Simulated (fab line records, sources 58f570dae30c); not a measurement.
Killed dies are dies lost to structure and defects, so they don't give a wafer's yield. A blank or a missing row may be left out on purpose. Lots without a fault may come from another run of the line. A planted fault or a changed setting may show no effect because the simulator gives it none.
Which tool did it? | flow berkeley_cmos170 | 7 lots, 21 wafers sampled, at 3 steps of a route of 331

WHAT THE GAUGES READ, wafer by wafer
UCB170_SDANNEAL_RS_MEAS_02: measures by four-point-probe.
lot  | measured     | on            | PSD_RS (ohm/sq)
L308 | day 8 10:59  | film_metro-04 | 75.8 75.7 75.8
L314 | day 9 16:40  | film_metro-02 | 65.5 65.5 65.2 65.5 65.3 65.3
L317 | day 10 01:59 | film_metro-02 | 75.5 75.6 75.9
L319 | day 10 11:48 | film_metro-04 | 76.0 76.0 75.8
L323 | day 11 15:19 | film_metro-02 | 75.8 75.7 76.1
L327 | day 12 06:28 | film_metro-04 | 76.0 76.1 76.1
L329 | day 12 07:18 | film_metro-02 | 75.3 75.8 75.5

WHICH TOOL RAN EACH LOT (tool, then ch and the chambers of the sampled wafers, then the start)
lot  | UCB170_NLDD_STRIP_10                 | UCB170_SDANNEAL_RTA_01
L308 | plasma_asher-04 ch 0,1, day 7 22:19  | rtp_anneal-02 ch 0, day 8 10:56
L314 | plasma_asher-03 ch 0,1, day 9 02:35  | rtp_anneal-01 ch 0, day 9 16:36
L317 | plasma_asher-03 ch 0,1, day 9 10:42  | rtp_anneal-02 ch 0, day 10 01:55
L319 | plasma_asher-03 ch 0,1, day 10 00:40 | rtp_anneal-02 ch 0, day 10 11:44
L323 | plasma_asher-04 ch 0,1, day 11 05:25 | rtp_anneal-02 ch 0, day 11 15:13
L327 | plasma_asher-04 ch 0,1, day 11 16:34 | rtp_anneal-02 ch 0, day 12 06:24
L329 | plasma_asher-02 ch 0,1, day 11 17:45 | rtp_anneal-02 ch 0, day 12 07:14
- UCB170_NLDD_STRIP_10: strips in O2.
- UCB170_SDANNEAL_RTA_01: time 5 s.

THE ANSWER, worked out from the rows above alone
Rule: what is usual is taken from the lots themselves. Put in order of their means at a reading, lots are off if they are a third of the lots or fewer, leave a main group of 4 or more, and stand apart from it by a gap of 3 or more times the standard deviation of the main group's means; of several such gaps the widest counts. A main group whose means are all the same, to the digits that the tables above print for the reading, isn't used. A lot without any number at a reading at which 4 lots or more have one is off too. The other lots that the step has rows for count as sound.
Off: L314, at UCB170_SDANNEAL_RS_MEAS_02 (PSD_RS). The main group: mean 75.8 ohm/sq, standard deviation 0.17.
A tool fits if, at a process step before that reading, it ran every lot that is off, and no sound lot after the first of them. The gauges at UCB170_SDANNEAL_RS_MEAS_02 are tried like those tools. One fits: rtp_anneal-01 at UCB170_SDANNEAL_RTA_01. It ran no sound lot before its first lot that is off in this sample, so the start can't be narrowed down.

WHAT THE SIMULATOR HAD PUT IN
Process parameter drift: rtp_anneal-01, from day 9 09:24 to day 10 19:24, at UCB170_SDANNEAL_RTA_01. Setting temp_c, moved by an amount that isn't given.
Lots struck among those shown: L314. The rule above found the same.
